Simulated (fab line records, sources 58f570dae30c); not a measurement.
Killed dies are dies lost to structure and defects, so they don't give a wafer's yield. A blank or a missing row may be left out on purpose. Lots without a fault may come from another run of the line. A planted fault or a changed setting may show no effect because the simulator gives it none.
Which tool did it? | flow berkeley_cmos170 | 14 lots, 42 wafers sampled, at 4 steps of a route of 331

WHAT THE GAUGES READ, wafer by wafer
UCB170_NSD_TW_MEAS_10. Usual: NSD_TW 4202, standard deviation 28.
lot  | measured     | on            | NSD_TW         | flag
L840 | day 8 05:23  | film_metro-02 | 4232 4229 4235 |
L839 | day 8 05:23  | film_metro-03 | 4157 4181 4175 |
L842 | day 8 19:13  | film_metro-04 | 4189 4189 4166 |
L844 | day 9 09:55  | film_metro-03 | 4196 4175 4170 |
L845 | day 9 10:33  | film_metro-03 | 4181 4205 4190 |
L848 | day 9 21:05  | film_metro-03 | 4184 4175 4188 |
L850 | day 10 18:59 | film_metro-02 | 4224 4197 4242 |
L852 | day 11 00:17 | film_metro-04 | 4381 4355 4385 | OFF
L854 | day 11 13:58 | film_metro-04 | 4367 4363 4363 | OFF
L856 | day 11 21:28 | film_metro-04 | 4208 4210 4202 |
L859 | day 12 04:40 | film_metro-03 | 4180 4170 4156 |
L860 | day 12 04:56 | film_metro-02 | 4230 4206 4222 |
L861 | day 13 07:29 | film_metro-03 | 4190 4184 4202 |
L862 | day 13 08:04 | film_metro-04 | 4202 4175 4208 |

UCB170_SDANNEAL_RS_MEAS_03: measures by four-point-probe. Usual: NSD_RS 37.24 ohm/sq, standard deviation 0.1.
lot  | measured     | on            | NSD_RS (ohm/sq)   | flag
L840 | day 8 09:11  | film_metro-03 | 37.25 37.19 37.25 |
L839 | day 8 09:13  | film_metro-04 | 37.31 37.42 37.43 |
L842 | day 8 20:39  | film_metro-03 | 37.05 37.18 37.18 |
L844 | day 9 11:28  | film_metro-03 | 37.25 37.18 37.25 |
L845 | day 9 12:17  | film_metro-02 | 37.21 37.33 37.24 |
L848 | day 9 22:52  | film_metro-04 | 37.35 37.40 37.31 |
L850 | day 10 20:13 | film_metro-03 | 37.18 37.23 37.15 |
L852 | day 11 02:04 | film_metro-04 | 31.94 31.94 31.92 | OFF
L854 | day 11 15:50 | film_metro-03 | 31.78 31.81 31.93 | OFF
L856 | day 11 23:08 | film_metro-04 | 37.24 37.17 37.15 |
L859 | day 12 05:54 | film_metro-02 | 37.19 37.24 37.28 |
L860 | day 12 06:18 | film_metro-04 | 37.35 37.28 37.42 |
L861 | day 13 08:49 | film_metro-04 | 37.22 37.30 37.19 |
L862 | day 13 09:16 | film_metro-04 | 37.37 37.32 37.40 |

WHICH TOOL RAN EACH LOT (tool, then ch and the chambers of the sampled wafers, then the start)
lot  | UCB170_NSD_IMPLANT_08           | UCB170_NSD_STRIP_09
L840 | implanter-04 ch 0, day 8 05:08  | plasma_asher-01 ch 0,1, day 8 05:17
L839 | implanter-03 ch 0, day 8 05:10  | plasma_asher-04 ch 0,1, day 8 05:17
L842 | implanter-02 ch 0, day 8 18:58  | plasma_asher-01 ch 0,1, day 8 19:07
L844 | implanter-02 ch 0, day 9 09:40  | plasma_asher-01 ch 0, day 9 09:49
L845 | implanter-02 ch 0, day 9 10:18  | plasma_asher-02 ch 0,1, day 9 10:27
L848 | implanter-03 ch 0, day 9 20:51  | plasma_asher-04 ch 0,1, day 9 20:59
L850 | implanter-04 ch 0, day 10 18:46 | plasma_asher-01 ch 0,1, day 10 18:54
L852 | implanter-02 ch 0, day 11 00:02 | plasma_asher-02 ch 0,1, day 11 00:11
L854 | implanter-02 ch 0, day 11 13:45 | plasma_asher-02 ch 0,1, day 11 13:53
L856 | implanter-03 ch 0, day 11 21:13 | plasma_asher-04 ch 0,1, day 11 21:22
L859 | implanter-04 ch 0, day 12 04:25 | plasma_asher-04 ch 0,1, day 12 04:34
L860 | implanter-03 ch 0, day 12 04:41 | plasma_asher-01 ch 0, day 12 04:49
L861 | implanter-03 ch 0, day 13 07:16 | plasma_asher-02 ch 0,1, day 13 07:24
L862 | implanter-03 ch 0, day 13 07:49 | plasma_asher-02 ch 0,1, day 13 07:58
- UCB170_NSD_IMPLANT_08
- UCB170_NSD_STRIP_09: strips in O2.

WHAT THE TOOLS THEMSELVES READ (means of the sampled wafers that have a number; where no wafer has one, the mark that the record gives instead)
UCB170_NSD_IMPLANT_08. Usual: dose_ions_cm2 3e+15, standard deviation 3.3e+12; end_station_pressure_torr 1.25e-05 Torr, standard deviation 6.8e-07; faraday_current_uA 9266, standard deviation 180; tilt_deg 6.999 degrees, standard deviation 0.021.
lot  | tool         | dose_ions_cm2 | end_station_pressure_torr (Torr) | faraday_current_uA | tilt_deg (degrees) | flag
L840 | implanter-04 | 3e+15         | 1.21e-05                         | 9208               | 7.003              |
L839 | implanter-03 | 3e+15         | 1.22e-05                         | 9274               | 7.011              |
L842 | implanter-02 | 3e+15         | 1.33e-05                         | 9355               | 6.993              |
L844 | implanter-02 | 3e+15         | 1.19e-05                         | 9297               | 7.019              |
L845 | implanter-02 | 3e+15         | 1.31e-05                         | 9376               | 7.019              |
L848 | implanter-03 | 3e+15         | 1.23e-05                         | 9425               | 7.023              |
L850 | implanter-04 | 3e+15         | 1.29e-05                         | 9321               | 6.996              |
L852 | implanter-02 | 5e+15         | 1.65e-05                         | 13931              | 7.010              | OFF
L854 | implanter-02 | 5e+15         | 1.58e-05                         | 13925              | 6.999              | OFF
L856 | implanter-03 | 3e+15         | 1.26e-05                         | 9264               | 7.030              |
L859 | implanter-04 | 3e+15         | 1.25e-05                         | 9290               | 6.980              |
L860 | implanter-03 | 3e+15         | 1.25e-05                         | 9315               | 6.968              |
L861 | implanter-03 | 3e+15         | 1.30e-05                         | 9282               | 6.997              |
L862 | implanter-03 | 3e+15         | 1.20e-05                         | 9371               | 6.989              |

UCB170_NSD_STRIP_09. Usual: chamber_pressure_mTorr 3499.5 mTorr, standard deviation 3; drypump_motor_current_A 5.4 A, standard deviation 0.59; o2_flow_sccm 400.2 sccm, standard deviation 1.1; oes_product_au 0.535 a.u., standard deviation 0.0045; strip_time_to_endpoint_s 35.86 s, standard deviation 0.072.
lot  | tool            | chamber_pressure_mTorr (mTorr) | drypump_motor_current_A (A) | o2_flow_sccm (sccm) | oes_product_au (a.u.) | strip_time_to_endpoint_s (s) | flag
L840 | plasma_asher-01 | 3499.0                         | 4.9                         | 400.4               | 0.533                 | 35.78                        |
L839 | plasma_asher-04 | 3499.0                         | 5.8                         | 401.4               | 0.539                 | 35.79                        |
L842 | plasma_asher-01 | 3499.0                         | 5.1                         | 400.0               | 0.531                 | 35.89                        |
L844 | plasma_asher-01 | 3500.3                         | 5.2                         | 399.4               | 0.530                 | 35.88                        |
L845 | plasma_asher-02 | 3499.5                         | 5.2                         | 401.2               | 0.536                 | 35.89                        |
L848 | plasma_asher-04 | 3498.3                         | 5.5                         | 399.8               | 0.532                 | 35.87                        |
L850 | plasma_asher-01 | 3497.9                         | 4.9                         | 399.3               | 0.535                 | 36.02                        |
L852 | plasma_asher-02 | 3501.6                         | 5.2                         | 399.4               | 0.503                 | 40.01                        | OFF
L854 | plasma_asher-02 | 3500.7                         | 5.2                         | 400.0               | 0.507                 | 40.08                        | OFF
L856 | plasma_asher-04 | 3502.2                         | 5.5                         | 400.0               | 0.532                 | 35.83                        |
L859 | plasma_asher-04 | 3497.9                         | 5.8                         | 398.4               | 0.533                 | 35.85                        |
L860 | plasma_asher-01 | 3501.4                         | 5.2                         | 401.1               | 0.530                 | 35.79                        |
L861 | plasma_asher-02 | 3499.9                         | 5.2                         | 400.3               | 0.537                 | 35.84                        |
L862 | plasma_asher-02 | 3498.2                         | 5.7                         | 400.3               | 0.535                 | 35.78                        |

THE ANSWER, worked out from the rows above alone
Rule: a lot is off if the mean of its wafers that have a number lies more than 3 standard deviations from the usual mean. A lot without any number at a reading at which 4 lots or more have one is off too. The other lots that the step has rows for count as sound. The gauges are gone through in route order, then the tools' own readings, and for those a lot's mean is taken as printed above. The first step at which some lot is off is used, and at that step the reading that is off furthest; a lot without a number counts as furthest.
Off: L852, L854, at UCB170_NSD_TW_MEAS_10 (NSD_TW).
A tool fits if, at a process step before that reading, it ran every lot that is off, and no sound lot after the first of them. The gauges at UCB170_NSD_TW_MEAS_10 aren't tried: what is off there is off at UCB170_NSD_IMPLANT_08 too, on other tools, and a gauge's error can't cause that. One fits: implanter-02 at UCB170_NSD_IMPLANT_08. Its last sound lot is L845 (day 9 10:18), its first lot that is off L852 (day 11 00:02): a fault that began between those two fits.
The tool's own readings at UCB170_NSD_IMPLANT_08 bear it out: on the lots that are off they differ by more than 5 times the standard deviation of the sound lots' means. dose_ions_cm2 reads 5e+15 there against 3e+15 on the sound lots; end_station_pressure_torr reads 1.61e-05 Torr there against 1.25e-05 Torr on the sound lots; faraday_current_uA reads 13928 there against 9315 on the sound lots.

WHAT THE SIMULATOR HAD PUT IN
Process parameter drift: implanter-02, from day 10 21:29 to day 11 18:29, at UCB170_NSD_IMPLANT_08. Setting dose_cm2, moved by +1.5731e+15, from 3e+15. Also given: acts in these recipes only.
Lots struck among those shown: L852, L854. The rule above found the same.
